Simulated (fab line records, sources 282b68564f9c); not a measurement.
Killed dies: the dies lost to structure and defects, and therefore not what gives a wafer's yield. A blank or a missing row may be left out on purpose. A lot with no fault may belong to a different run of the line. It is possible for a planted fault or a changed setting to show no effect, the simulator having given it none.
One fault seen from 2 desks || flow rit_cmos || what lay behind the numbers comes last; until then each desk has only its own

DESK OF THE TOOL OWNER: rie_diel-01
The tool's own readings at RIT_CONTACT_ETCH_11 (etches SiO2 in CHF3/CF4/Ar, stops on TiSi2, target depth 480 nm, time 320 s): means of the sampled wafers that have a number, for each lot that ran on this tool. Marked OUT: a lot whose mean sits more than 4 standard deviations from the usual mean, which makes it out of limits; the brackets give that distance.
Columns: A = cf4_flow_sccm at RIT_CONTACT_ETCH_11, usual 10.00 sccm; B = chamber_pressure_mTorr at RIT_CONTACT_ETCH_11, usual 99.99 mTorr; C = drypump_motor_current_A at RIT_CONTACT_ETCH_11, usual 6.0 A; D = oes_product_au at RIT_CONTACT_ETCH_11, usual 0.989 a.u.; E = rf_fwd_power_W at RIT_CONTACT_ETCH_11, usual 199.7 W; F = throttle_valve_pct at RIT_CONTACT_ETCH_11, usual 8.85 %
{"lot": "L455", "first seen here": "day 3 19:25", "A": 10.02, "B": 99.98, "C": 6.3, "D": 0.991, "E": 199.4, "F": 8.86}
{"lot": "L461", "first seen here": "day 5 00:56", "A": 10.02, "B": 99.90, "C": 5.9, "D": 0.980, "E": 200.1, "F": 8.84}
{"lot": "L465", "first seen here": "day 5 21:32", "A": 10.01, "B": 100.02, "C": 6.1, "D": 0.996, "E": 199.7, "F": 8.91}
This desk's finding: nothing out of limits on any of the 3 lots.

FROM THE METROLOGY DESK
Means of the sampled wafers that have a number, per lot and without regard to the tool the lot ran on: this is what the gauges read. Marked OUT: a lot whose mean sits more than 4 standard deviations from the usual mean, which makes it out of limits; the brackets give that distance.
Columns: A = CONTACT_TEOS_THK at RIT_CONTACT_THK_MEAS_01, usual 400 nm; B = cd_nm at RIT_CONTACT_CD_MEAS_08, usual 1000.9 nm; C = CONTACT_OVL at RIT_CONTACT_OVL_MEAS_09, usual 1.1 nm
{"lot": "L454", "first seen here": "day 3 13:26", "A": 406, "B": 1003.5, "C": 1.1}
{"lot": "L455", "first seen here": "day 3 17:57", "A": 405, "B": 1004.1, "C": 1.5}
{"lot": "L461", "first seen here": "day 4 23:28", "A": 407, "B": 1002.0, "C": 2.6}
{"lot": "L465", "first seen here": "day 5 19:59", "A": 406, "B": 1000.9, "C": 1.6}
{"lot": "L466", "first seen here": "day 5 22:41", "A": 400, "B": 1000.5, "C": 2.8}
{"lot": "L471", "first seen here": "day 7 01:47", "A": 393, "B": 1000.5, "C": -0.3}
This desk's finding: nothing out of limits on any of the 6 lots.

PUT TOGETHER
The desk of the tool owner found nothing out of limits.
The metrology desk saw nothing out of limits.

WHAT THE SIMULATOR PUT IN
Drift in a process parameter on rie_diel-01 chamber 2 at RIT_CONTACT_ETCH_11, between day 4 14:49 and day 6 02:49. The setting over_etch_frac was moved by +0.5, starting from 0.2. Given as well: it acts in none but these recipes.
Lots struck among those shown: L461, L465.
